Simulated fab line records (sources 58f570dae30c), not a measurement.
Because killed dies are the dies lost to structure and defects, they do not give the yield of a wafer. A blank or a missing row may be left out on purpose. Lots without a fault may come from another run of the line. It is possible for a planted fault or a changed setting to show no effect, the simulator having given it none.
Chamber matching ; flow berkeleyCmos170 ; 4 sister chambers for UCB170_GATE_ETCH_15 on rieSi-01
The step etches poly-Si in HBr/Cl2, stops on SiO2, time 56.3 s, target depth 278.2 nm. 14 wafers are shown with their chamber, then 7 later ones without.

## WAFERS, EACH WITH ITS CHAMBER
wafer;chamber;drypumpMotorCurrentA (A);throttleValvePct (%);oesProductAu (a.u.)
L787.1;2;5.5;26.46;0.797
L787.5;2;5.5;26.46;0.795
L787.6;1;6.2;26.32;0.844
L791.1;3;5.4;26.71;0.854
L791.3;2;5.5;26.48;0.820
L791.6;1;6.2;26.33;0.848
L790.2;1;6.3;26.33;0.849
L790.3;2;5.5;26.46;0.802
L790.4;0;5.9;26.39;0.837
L796.1;1;6.2;26.34;0.841
L796.2;2;5.5;26.47;0.799
L796.5;1;6.2;26.35;0.849
L794.1;2;5.5;26.47;0.817
L794.2;0;5.9;26.38;0.853

SIGNATURES, as means of the wafers listed above
reading;chamber 0;chamber 1;chamber 2;chamber 3;scatter within a chamber
drypumpMotorCurrentA;5.900;6.220;5.500;5.400;0.0283
throttleValvePct;26.3850;26.3340;26.4667;26.7100;0.0095
oesProductAu;0.84500;0.84620;0.80500;0.85400;0.0087
Rule: a wafer lies at a distance from a chamber equal to the root of the sum of squares, over the readings, of (its reading less the chamber's mean, divided by the reading's scatter). The wafer belongs to the nearest chamber; if the next one is less than 2 further off, it can't be placed. The scatter: take each reading less its chamber's mean, square it, sum over the shown wafers, divide by the number of wafers less the number of chambers, and take the root.

## WAFERS WITHOUT THEIR CHAMBER
wafer;drypumpMotorCurrentA (A);throttleValvePct (%);oesProductAu (a.u.)
L794.6;6.2;26.33;0.852
L807.1;5.9;26.38;0.834
L807.3;5.4;26.46;0.807
L807.6;6.2;26.29;0.811
L808.1;5.4;26.70;0.854
L808.5;5.4;26.68;0.845
L808.6;5.4;26.45;0.812

## WHICH CHAMBER EACH ONE RAN IN
wafer;from the rows above;in truth
L794.6;1;1
L807.1;0;0
L807.3;2;2
L807.6;1;1
L808.1;3;3
L808.5;3;3
L808.6;2;2
Placed correctly: 7 of 7. Number that these rows cannot place: 0. Placed wrongly: 0.
